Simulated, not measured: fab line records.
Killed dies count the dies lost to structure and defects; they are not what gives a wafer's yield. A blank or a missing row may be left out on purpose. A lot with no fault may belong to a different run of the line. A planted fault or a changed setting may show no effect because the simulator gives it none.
The same fault as seen by 2 desks ; flow berkeley-cmos170 ; numbers are kept per desk, each desk with only its own; the story behind them comes last

== THE TOOL OWNER'S DESK: krf-scanner-01 ==
The tool's own readings at UCB170_M3_EXPOSE_12 (exposes mask METAL3, target cd 700 nm): means of the sampled wafers that have a number, for each lot that ran on this tool. A lot is out of limits, marked OUT, if its mean lies more than 4 standard deviations from the usual mean; the brackets give that distance.
Columns: A = exposure-dose-mJ-cm2 at UCB170_M3_EXPOSE_12, usual 26.002; B = focus-offset-nm at UCB170_M3_EXPOSE_12, usual 0.1 nm; C = reticle-temp-C at UCB170_M3_EXPOSE_12, usual 23.00 C
lot;first seen here;A;B;C
L514;day 10 11:29;26.006;0.6;22.84
L515;day 11 14:01;25.983;0.5;22.98
L520;day 11 17:50;26.026;0.1;23.05
L519;day 11 19:19;25.984;0.5;23.14
L526;day 13 11:12;25.988;-0.2;22.90
L529;day 14 04:17;26.045;0.2;22.97
Finding of this desk: none of the 6 lots has anything out of limits.

== METROLOGY DESK ==
What the gauges read for every lot (on any tool): the sampled wafers with a number, averaged. A lot is out of limits, marked OUT, if its mean lies more than 4 standard deviations from the usual mean; the brackets give that distance.
Columns: A = M2_OVL at UCB170_M2_OVL_MEAS_16, usual 0 nm; B = cd-nm at UCB170_V2_CD_MEAS_12, usual 700.3 nm
lot;first seen here;A;B
L507;day 8 13:25;1;701.9
L506;day 8 16:26;1;700.5
L509;day 9 01:23;0;699.1
L514;day 10 06:58;0;699.8
L515;day 11 08:05;2;701.5
L520;day 11 11:15;0;701.8
L519;day 11 13:56;5;698.0
L516;day 11 15:09;5;699.7
L521;day 12 01:16;-9;698.1
L522;day 12 08:04;-1;702.0
L523;day 12 08:37;-0;697.7
L526;day 13 04:42;-6;698.8
L527;day 13 11:50;2;700.7
L529;day 13 21:05;1;700.8
Finding of this desk: none of the 14 lots has anything out of limits.

== BROUGHT TOGETHER ==
The desk of the tool owner found nothing out of limits.
At the metrology desk, nothing out of limits was observed.

== WHAT THE SIMULATOR PUT IN ==
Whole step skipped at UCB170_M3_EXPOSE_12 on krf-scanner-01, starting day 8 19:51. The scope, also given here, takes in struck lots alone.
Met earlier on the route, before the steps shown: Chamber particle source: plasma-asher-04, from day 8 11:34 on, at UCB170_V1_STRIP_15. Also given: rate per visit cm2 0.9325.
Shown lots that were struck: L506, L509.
